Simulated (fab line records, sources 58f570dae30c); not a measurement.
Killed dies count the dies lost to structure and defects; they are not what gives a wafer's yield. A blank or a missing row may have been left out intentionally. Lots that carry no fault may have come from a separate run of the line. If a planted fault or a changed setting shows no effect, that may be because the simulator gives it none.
Which tool is to blame? | flow berkeley-cmos170 | 14 lots, 42 wafers sampled, at 6 steps of a route of 331

WHAT THE GAUGES READ, wafer by wafer
UCB170_V1_BOW_MEAS_03.
lot  | measured     | on            | V1_BOW (um)
L991 | day 7 05:10  | film-metro-01 | 29 15 18
L992 | day 7 05:17  | film-metro-02 | 13 20 15
L994 | day 7 20:43  | film-metro-02 | 18 21 19
L995 | day 8 06:26  | film-metro-03 | 30 24 17
L996 | day 8 06:27  | film-metro-02 | 22 20 11
L997 | day 8 16:23  | film-metro-02 | 25 21 21
L998 | day 8 16:24  | film-metro-01 | 22 24 13
L103 | day 10 01:42 | film-metro-03 | 26 20 31
L106 | day 10 06:56 | film-metro-01 | 24 12 15
L109 | day 10 18:15 | film-metro-03 | 23 29 19
L110 | day 11 14:25 | film-metro-02 | 22 22 11
L111 | day 11 14:26 | film-metro-01 | 16 22 12
L112 | day 11 18:08 | film-metro-02 | 21 7 28
L114 | day 12 00:03 | film-metro-01 | 13 15 10

UCB170_M2_THK_MEAS_03: measures by xrf.
lot  | measured     | on            | M2_AL_THK (nm)
L991 | day 7 09:00  | film-metro-02 | 919 916 935
L992 | day 7 08:56  | film-metro-04 | 906 886 904
L994 | day 7 22:44  | film-metro-02 | 913 907 919
L995 | day 8 11:35  | film-metro-04 | 912 915 910
L996 | day 8 11:37  | film-metro-02 | 918 912 915
L997 | day 8 18:44  | film-metro-01 | 897 904 896
L998 | day 8 18:55  | film-metro-02 | 919 922 906
L103 | day 10 04:05 | film-metro-02 | 895 910 899
L106 | day 10 10:46 | film-metro-02 | 910 885 897
L109 | day 10 20:52 | film-metro-04 | 913 901 912
L110 | day 11 18:26 | film-metro-01 | 885 895 913
L111 | day 11 18:35 | film-metro-04 | 899 905 908
L112 | day 11 20:25 | film-metro-04 | 915 911 899
L114 | day 12 02:41 | film-metro-02 | 916 904 925

UCB170_M2_CD_MEAS_90 targets a cd of 700 nm.
lot  | measured     | on        | cd-nm (nm)
L991 | day 7 12:17  | cd-sem-01 | 706 708 703
L992 | day 7 12:07  | cd-sem-02 | 700 703 699
L994 | day 8 01:04  | cd-sem-02 | 701 708 706
L995 | day 8 14:14  | cd-sem-02 | 699 698 701
L996 | day 8 14:31  | cd-sem-02 | 703 703 703
L997 | day 8 22:25  | cd-sem-01 | 694 696 697
L998 | day 8 22:35  | cd-sem-02 | 703 706 699
L103 | day 10 06:41 | cd-sem-02 | 686 696 688
L106 | day 10 13:22 | cd-sem-01 | 687 695 684
L109 | day 10 23:08 | cd-sem-01 | 694 702 694
L110 | day 11 20:56 | cd-sem-02 | 701 702 703
L111 | day 11 21:04 | cd-sem-01 | 699 697 698
L112 | day 11 22:41 | cd-sem-02 | 703 705 701
L114 | day 12 06:04 | cd-sem-02 | 695 698 698

WHICH TOOL RAN EACH LOT (tool, then ch and the chambers of the sampled wafers, then the start)
lot  | UCB170_M2_STRIP_07                   | UCB170_M2_METAL_ETCH_18           | UCB170_M2_STRIP_19
L991 | plasma-asher-02 ch 0,1, day 7 10:15  | rie-metal-04 ch 0,1, day 7 11:59  | plasma-asher-03 ch 1, day 7 12:11
L992 | plasma-asher-03 ch 0,1, day 7 10:10  | rie-metal-02 ch 0,1, day 7 11:49  | plasma-asher-01 ch 0,1, day 7 11:59
L994 | plasma-asher-01 ch 0,1, day 7 23:15  | rie-metal-04 ch 0,1, day 8 00:47  | plasma-asher-02 ch 0,1, day 8 00:58
L995 | plasma-asher-01 ch 0,1, day 8 12:14  | rie-metal-01 ch 0,1, day 8 13:56  | plasma-asher-01 ch 0,1, day 8 14:08
L996 | plasma-asher-02 ch 0, day 8 12:17    | rie-metal-04 ch 0,1, day 8 14:13  | plasma-asher-02 ch 0,1, day 8 14:24
L997 | plasma-asher-01 ch 0,1, day 8 19:15  | rie-metal-02 ch 0,1, day 8 22:07  | plasma-asher-01 ch 0,1, day 8 22:19
L998 | plasma-asher-03 ch 0,1, day 8 19:25  | rie-metal-04 ch 0,1, day 8 22:16  | plasma-asher-02 ch 0,1, day 8 22:28
L103 | plasma-asher-02 ch 0,1, day 10 04:35 | rie-metal-02 ch 0,1, day 10 06:23 | plasma-asher-03 ch 0,1, day 10 06:34
L106 | plasma-asher-01 ch 0,1, day 10 11:17 | rie-metal-02 ch 0,1, day 10 13:04 | plasma-asher-01 ch 0,1, day 10 13:16
L109 | plasma-asher-02 ch 0,1, day 10 21:22 | rie-metal-01 ch 0,1, day 10 22:50 | plasma-asher-02 ch 0,1, day 10 23:01
L110 | plasma-asher-03 ch 0,1, day 11 19:03 | rie-metal-04 ch 0,1, day 11 20:38 | plasma-asher-03 ch 0,1, day 11 20:50
L111 | plasma-asher-01 ch 0,1, day 11 19:10 | rie-metal-01 ch 0,1, day 11 20:46 | plasma-asher-01 ch 0, day 11 20:56
L112 | plasma-asher-02 ch 0,1, day 11 20:56 | rie-metal-04 ch 0,1, day 11 22:23 | plasma-asher-01 ch 0,1, day 11 22:35
L114 | plasma-asher-03 ch 0,1, day 12 03:41 | rie-metal-01 ch 0,1, day 12 05:45 | plasma-asher-03 ch 0,1, day 12 05:56
- UCB170_M2_STRIP_07: strips in O2.
- UCB170_M2_METAL_ETCH_18: etches Al in Cl2/BCl3, stops on SiO2, target depth 1170 nm, time 195 s.
- UCB170_M2_STRIP_19: strips in O2.

AS READ BY THE TOOLS THEMSELVES (means over the sampled wafers that have a number; for cases with no such wafer, the mark the record gives instead)
UCB170_M2_STRIP_07.
lot  | tool            | drypump-motor-current-A (A) | oes-product-au (a.u.) | strip-time-to-endpoint-s (s)
L991 | plasma-asher-02 | 5.8                         | 0.732                 | 21.96
L992 | plasma-asher-03 | 5.4                         | 0.731                 | 22.01
L994 | plasma-asher-01 | 5.5                         | 0.735                 | 22.03
L995 | plasma-asher-01 | 5.5                         | 0.733                 | 21.88
L996 | plasma-asher-02 | 6.2                         | 0.735                 | 22.03
L997 | plasma-asher-01 | 5.4                         | 0.733                 | 21.96
L998 | plasma-asher-03 | 5.3                         | 0.733                 | 22.02
L103 | plasma-asher-02 | 5.8                         | 0.735                 | 21.95
L106 | plasma-asher-01 | 5.4                         | 0.736                 | 21.92
L109 | plasma-asher-02 | 5.8                         | 0.732                 | 21.91
L110 | plasma-asher-03 | 5.3                         | 0.737                 | 21.92
L111 | plasma-asher-01 | 5.4                         | 0.731                 | 21.99
L112 | plasma-asher-02 | 5.8                         | 0.737                 | 22.02
L114 | plasma-asher-03 | 5.3                         | 0.737                 | 21.94

UCB170_M2_METAL_ETCH_18.
lot  | tool         | drypump-motor-current-A (A) | oes-product-au (a.u.) | throttle-valve-pct (%)
L991 | rie-metal-04 | 6.0                         | 0.862                 | 24.39
L992 | rie-metal-02 | 5.9                         | 0.855                 | 24.20
L994 | rie-metal-04 | 6.1                         | 0.874                 | 24.37
L995 | rie-metal-01 | 6.2                         | 0.859                 | 24.45
L996 | rie-metal-04 | 6.0                         | 0.869                 | 24.40
L997 | rie-metal-02 | 5.9                         | 0.852                 | 24.21
L998 | rie-metal-04 | 6.1                         | 0.874                 | 24.38
L103 | rie-metal-02 | 5.4                         | 0.842                 | 24.19
L106 | rie-metal-02 | 5.5                         | 0.842                 | 24.18
L109 | rie-metal-01 | 6.0                         | 0.853                 | 24.56
L110 | rie-metal-04 | 6.0                         | 0.861                 | 24.40
L111 | rie-metal-01 | 6.0                         | 0.850                 | 24.57
L112 | rie-metal-04 | 6.0                         | 0.872                 | 24.37
L114 | rie-metal-01 | 6.0                         | 0.848                 | 24.56

UCB170_M2_STRIP_19.
lot  | tool            | drypump-motor-current-A (A) | oes-product-au (a.u.)
L991 | plasma-asher-03 | 5.5                         | 0.545
L992 | plasma-asher-01 | 5.4                         | 0.556
L994 | plasma-asher-02 | 6.0                         | 0.558
L995 | plasma-asher-01 | 5.4                         | 0.544
L996 | plasma-asher-02 | 6.0                         | 0.539
L997 | plasma-asher-01 | 5.5                         | 0.555
L998 | plasma-asher-02 | 6.0                         | 0.551
L103 | plasma-asher-03 | 5.3                         | 0.449
L106 | plasma-asher-01 | 5.5                         | 0.458
L109 | plasma-asher-02 | 5.8                         | 0.530
L110 | plasma-asher-03 | 5.4                         | 0.534
L111 | plasma-asher-01 | 5.7                         | 0.539
L112 | plasma-asher-01 | 5.6                         | 0.547
L114 | plasma-asher-03 | 5.4                         | 0.542

THE ANSWER, worked out from the rows above alone
Rule: the usual values come from the lots themselves. Put in order of their means at a reading, lots are off if they are a third of the lots or fewer, leave a main group of 4 or more, and stand apart from it by a gap of 3 or more times the standard deviation of the main group's means; of several such gaps the widest counts. The tables above print the reading to a certain number of digits; a main group whose means all agree to those digits is not used. A lot without any number at a reading at which 4 lots or more have one is off too. All remaining lots with rows at the step are treated as sound. The gauges are gone through in route order, then the tools' own readings, and for those a lot's mean is taken as printed above. The first step at which some lot is off is used, and at that step the reading that is off furthest; a lot without a number counts as furthest.
Off at UCB170_M2_METAL_ETCH_18 (drypump-motor-current-A): L103, L106. Main group: mean 6.0 A, sd 0.08.
If a tool, at that step or one of the process steps before it, ran each lot that is off and ran no sound lot following the first of them, it fits. One fits: UCB170_M2_METAL_ETCH_18 on rie-metal-02. Its last sound lot is L997 (day 8 22:07), its first lot that is off L103 (day 10 06:23): a fault that began between those two fits.
On the lots that are off, the tool's own readings at UCB170_M2_METAL_ETCH_18 differ by more than 5 times the standard deviation of the sound lots' means, which bears it out; drypump-motor-current-A reads 5.5 A there versus 6.0 A on the sound lots.

WHAT WAS PUT IN BY THE SIMULATOR
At UCB170_M2_METAL_ETCH_18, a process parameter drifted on rie-metal-02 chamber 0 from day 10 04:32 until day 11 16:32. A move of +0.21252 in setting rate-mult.
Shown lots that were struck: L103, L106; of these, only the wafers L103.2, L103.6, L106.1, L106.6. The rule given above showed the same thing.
